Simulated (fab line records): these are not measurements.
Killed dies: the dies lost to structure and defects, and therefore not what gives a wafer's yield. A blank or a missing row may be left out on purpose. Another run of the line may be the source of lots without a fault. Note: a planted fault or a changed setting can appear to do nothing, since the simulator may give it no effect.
Problem report, 8D (eight disciplines) form, completed by code | flow rit-cmos | the parts of the form that need people (team, actions taken, sign-off) are left out

1. THE ISSUE
Wafers without a fault read 628 s with a standard deviation of 3.7, while run-length-s at RIT_REOX_CLEAN_02 averages 459 s across 3 wafers of 1 lot. That is -46 standard deviations from the usual mean.
The step: cleans in SC2, time 600 s.
First seen on wafer L131.2, day 5 11:44, on wet-bench-04. Wafers with a number at this step in the record: 39, from 13 lots. By rule, "out" or "out of limits" means more than 4 standard deviations away from the usual mean. The other wafers with a number count as sound.

2. WHAT IT IS, AND WHAT IT ISN'T
question                    | is                     | is not
which readings at this step | run-length-s           | -
which lots                  | L131                   | L118, L120, L121, L122, L124, L125, L126, L129, L136, L138, L139, L140
which wafers of those lots  | all that have a number | -
read on which tools         | wet-bench-04           | wet-bench-01, wet-bench-03
when                        | from day 5 11:44       | up to then (24 sound wafers); but 12 sound wafers of L136, L138, L139, L140 came after

3. THE SUSPECTS, EACH WITH WHAT RULES IT OUT
Counting: a tool stays on the suspect list if, at a process step up to the reading, it processed all lots that are out and no sound lot following the first of them.
- wet-bench-04 at RIT_REOX_CLEAN_02 (cleans in SC2, time 600 s): kept. It ran the lot that is out, L131 (day 5 11:44), and no sound lot after that; its last sound lot up to then is L126 (day 4 08:56). On those wafers its own readings are out: run-length-s.
Remaining after the count: wet-bench-04 at RIT_REOX_CLEAN_02.

4. THE CAUSE (what the simulator had put in)
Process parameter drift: wet-bench-04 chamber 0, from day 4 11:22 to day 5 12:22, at RIT_REOX_CLEAN_02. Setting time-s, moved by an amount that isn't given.
Counting left only this tool.

5. THE EFFECT CHAIN, in route order
Rows list readings where the struck wafers' mean (over those with a number) sits beyond 3 standard deviations from the usual. Readings are gone through only where the record gives a usual standard deviation; hours: the median, over the lots, of the time from a lot's start at the first step in this table giving one to that lot's start at this step; sigmas: the change measured in usual standard deviations.
hours | step              | reading      | usual | on struck wafers | change | sigmas
0     | RIT_REOX_CLEAN_02 | run-length-s | 628 s | 459              | -169   | -46
The process steps in it:
- RIT_REOX_CLEAN_02: cleans in SC2, time 600 s.

6. HOW IT WOULD HAVE BEEN CAUGHT EARLIER
24 hours passed between the start of the fault at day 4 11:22 and the first reading out of limits in this record, taken at day 5 11:44.
